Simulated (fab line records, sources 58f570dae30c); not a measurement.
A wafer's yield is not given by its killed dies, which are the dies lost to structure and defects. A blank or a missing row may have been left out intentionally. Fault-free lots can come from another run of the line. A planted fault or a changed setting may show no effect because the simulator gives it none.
Split-lot study ; flow berkeley-cmos170 ; 23 wafers read across 5 lots, on a route 331 steps long

## THE SPLIT
At UCB170_FIELD_OXIDATION_01 (target thk 558.3 nm, ox time 7200 s), the setting temp-c was moved away from the recipe's 1000 C on 20 of the 23 wafers read, by -2.1% to +2.5%. For the rest of the wafers, this setting stayed at what the recipe calls for.

## FROM THE SPLIT TO THE READING: what the file shows between them, 9 steps
- UCB170_FIELD_THK_MEAS_02
- UCB170_FIELD_ANNEAL_03: time 1200 s
- UCB170_FIELD_WET_ETCH_04: etches SiO2 in dHF, time 60 s
- UCB170_FIELD_WET_ETCH_05: etches Si3N4 in H3PO4, time 12600 s
- UCB170_FIELD_WET_ETCH_06: etches SiO2 in BOE, time 22 s
- UCB170_FIELD_THK_MEAS_90
- UCB170_NVT_IMPLANT_07 (also split here: energy-kev)
- UCB170_NVT_STRIP_08: strips in O2
- UCB170_GATE_WET_ETCH_00: etches SiO2 in dHF, time 200 s

## THE READING
FIELD_OXIDE_LEFT_2_THK in nanometres, read at UCB170_FIELD_THK_MEAS_91. Typical for fault-free wafers on this fab line: 353 nm, with standard deviation 9.4 nm.

wafer;tool, chamber at the split;temp-c as run, C;against the recipe;FIELD_OXIDE_LEFT_2_THK, nm;against lot-mates on the recipe
L076.2;-, -;1019;+1.9%;403;no lot-mate on the recipe
L076.3;-, -;1019;+1.9%;406;no lot-mate on the recipe
L076.4;-, -;1019;+1.9%;416;no lot-mate on the recipe
L076.5;-, -;1019;+1.9%;419;no lot-mate on the recipe
L076.6;-, -;1019;+1.9%;413;no lot-mate on the recipe
L079.2;-, -;978.6;-2.1%;272;no lot-mate on the recipe
L079.3;-, -;978.6;-2.1%;272;no lot-mate on the recipe
L079.4;-, -;978.6;-2.1%;277;no lot-mate on the recipe
L079.5;-, -;978.6;-2.1%;282;no lot-mate on the recipe
L079.6;-, -;978.6;-2.1%;282;no lot-mate on the recipe
L082.1;-, -;1025;+2.5%;457;no lot-mate on the recipe
L082.3;-, -;1025;+2.5%;464;no lot-mate on the recipe
L082.4;-, -;1025;+2.5%;459;no lot-mate on the recipe
L082.5;-, -;1025;+2.5%;459;no lot-mate on the recipe
L082.6;-, -;1025;+2.5%;459;no lot-mate on the recipe
L083.1;-, -;1020;+2.0%;417;no lot-mate on the recipe
L083.2;-, -;1020;+2.0%;423;no lot-mate on the recipe
L083.3;-, -;1020;+2.0%;425;no lot-mate on the recipe
L083.4;-, -;1020;+2.0%;427;no lot-mate on the recipe
L083.5;-, -;1020;+2.0%;419;no lot-mate on the recipe
L085.2;furnace-01, 0;1000;recipe;365;-
L085.3;furnace-01, 0;1000;recipe;366;-
L085.4;furnace-01, 0;1000;recipe;356;-

FIT RESULTS
A straight line over all 23 wafers: FIELD_OXIDE_LEFT_2_THK changes by +36.3 nm for each +1% of temp-c; r = +0.99; the points scatter about the line by 11 nm.
Too few moved wafers have a lot-mate on the recipe to fit a line with each lot's own level taken away.

## THE WHOLE CHAIN: every reading that the file lists as answering this split, in the file's order
step;what it does;reading;change (the file's fit);r (the file's)
UCB170_FIELD_OXIDATION_01;target thk 558.3 nm, ox time 7200 s;SiO2_of_FIELD_OXIDATION_01.thk-nm (the simulator's own value, which no gauge read);+36.7 nm for each +1% of the setting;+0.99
UCB170_FIELD_THK_MEAS_02;;FIELD_OXIDE_THK;+36.8 for each +1% of the setting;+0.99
UCB170_FIELD_THK_MEAS_90;;FIELD_OXIDE_LEFT_1_THK;+36.7 for each +1% of the setting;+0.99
UCB170_FIELD_THK_MEAS_91;;FIELD_OXIDE_LEFT_2_THK;+36.3 for each +1% of the setting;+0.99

## THE FILE'S OWN FIT
FIELD_OXIDE_LEFT_2_THK changes by +36.3 nm for each +1% of temp-c, r = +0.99.
